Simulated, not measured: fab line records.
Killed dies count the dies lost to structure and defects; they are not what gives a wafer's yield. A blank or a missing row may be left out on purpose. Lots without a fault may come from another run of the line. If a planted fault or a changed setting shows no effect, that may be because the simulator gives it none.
Split-lot study | flow rit-cmos | on a route of 202 steps: 5 lots, 27 wafers read

THE SPLIT
At RIT_REOX_OXIDATION_03 (target thk 25.2 nm, ox time 5580 s), the setting ox-time-s was moved away from the recipe's 5580 s on 12 of the 27 wafers read, by -53.0% to -19.1%. For the rest of the wafers, this setting stayed at what the recipe calls for.

Between the split and the reading, the file records no step.

THE READING
At RIT_REOX_THK_MEAS_04: REOX_OXIDE_THK, given in nm. A value of 25.3 nm with a standard deviation of 0.49 nm is what fault-free wafers of this fab line usually give.

wafer  | tool, chamber at the split | ox-time-s as run, s | against the recipe | REOX_OXIDE_THK, nm | against lot-mates on the recipe
L074.1 | -, -                       | 5580                | recipe             | 25.8               | -
L074.2 | -, -                       | 5580                | recipe             | 26.0               | -
L074.3 | -, -                       | 5580                | recipe             | 25.4               | -
L074.4 | -, -                       | 5580                | recipe             | 26.2               | -
L074.5 | -, -                       | 5580                | recipe             | 26.0               | -
L074.6 | -, -                       | 5580                | recipe             | 25.6               | -
L075.1 | -, -                       | 5580                | recipe             | 25.3               | -
L075.2 | -, -                       | 5580                | recipe             | 25.2               | -
L075.3 | -, -                       | 5580                | recipe             | 25.1               | -
L075.4 | -, -                       | 5580                | recipe             | 24.9               | -
L075.5 | -, -                       | 5580                | recipe             | 25.5               | -
L075.6 | -, -                       | 5580                | recipe             | 25.3               | -
L078.1 | -, -                       | 2621                | -53.0%             | 15.6               | no lot-mate on the recipe
L078.2 | -, -                       | 2621                | -53.0%             | 15.4               | no lot-mate on the recipe
L078.3 | -, -                       | 2621                | -53.0%             | 16.1               | no lot-mate on the recipe
L078.4 | -, -                       | 2621                | -53.0%             | 15.5               | no lot-mate on the recipe
L078.5 | -, -                       | 2621                | -53.0%             | 15.7               | no lot-mate on the recipe
L078.6 | -, -                       | 2621                | -53.0%             | 15.6               | no lot-mate on the recipe
L083.4 | furnace-04, 0              | 5580                | recipe             | 24.4               | -
L083.5 | furnace-04, 0              | 5580                | recipe             | 24.8               | -
L083.6 | furnace-04, 0              | 5580                | recipe             | 24.5               | -
L084.1 | -, -                       | 4517                | -19.1%             | 22.6               | no lot-mate on the recipe
L084.2 | -, -                       | 4517                | -19.1%             | 22.5               | no lot-mate on the recipe
L084.3 | -, -                       | 4517                | -19.1%             | 22.5               | no lot-mate on the recipe
L084.4 | -, -                       | 4517                | -19.1%             | 22.5               | no lot-mate on the recipe
L084.5 | -, -                       | 4517                | -19.1%             | 22.3               | no lot-mate on the recipe
L084.6 | -, -                       | 4517                | -19.1%             | 22.5               | no lot-mate on the recipe

THE FIT
A straight line over all 27 wafers: REOX_OXIDE_THK changes by +0.182 nm for each +1% of ox-time-s; r = +0.99; the points scatter about the line by 0.5 nm.
Too few moved wafers with a lot-mate on the recipe to fit a line net of each lot's own level.

THE WHOLE CHAIN: every reading that the file lists as answering this split, in the file's order
step                  | what it does                       | reading                                                                           | change (the file's fit)               | r (the file's)
RIT_REOX_OXIDATION_03 | target thk 25.2 nm, ox time 5580 s | SiO2_of_REOX_OXIDATION_03.thk-nm (the simulator's own value, which no gauge read) | +0.182 nm for each +1% of the setting | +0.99
RIT_REOX_THK_MEAS_04  |                                    | REOX_OXIDE_THK                                                                    | +0.182 for each +1% of the setting    | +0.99
RIT_SPACER_CLEAN_00   | cleans in SC1, time 600 s          | SiO2_of_REOX_OXIDATION_03.thk-nm (the simulator's own value, which no gauge read) | +0.168 nm for each +1% of the setting | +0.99
RIT_M1_PROBE_99       |                                    | etest.pldd.rs-ohm-sq (the simulator's own value, which no gauge read)             | +4.4 for each +1% of the setting      | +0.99
RIT_M1_PROBE_99       |                                    | etest.nldd.rs-ohm-sq (the simulator's own value, which no gauge read)             | +2.48 for each +1% of the setting     | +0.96

FILE'S OWN FIT
REOX_OXIDE_THK changes by +0.182 nm for each +1% of ox-time-s, r = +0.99.
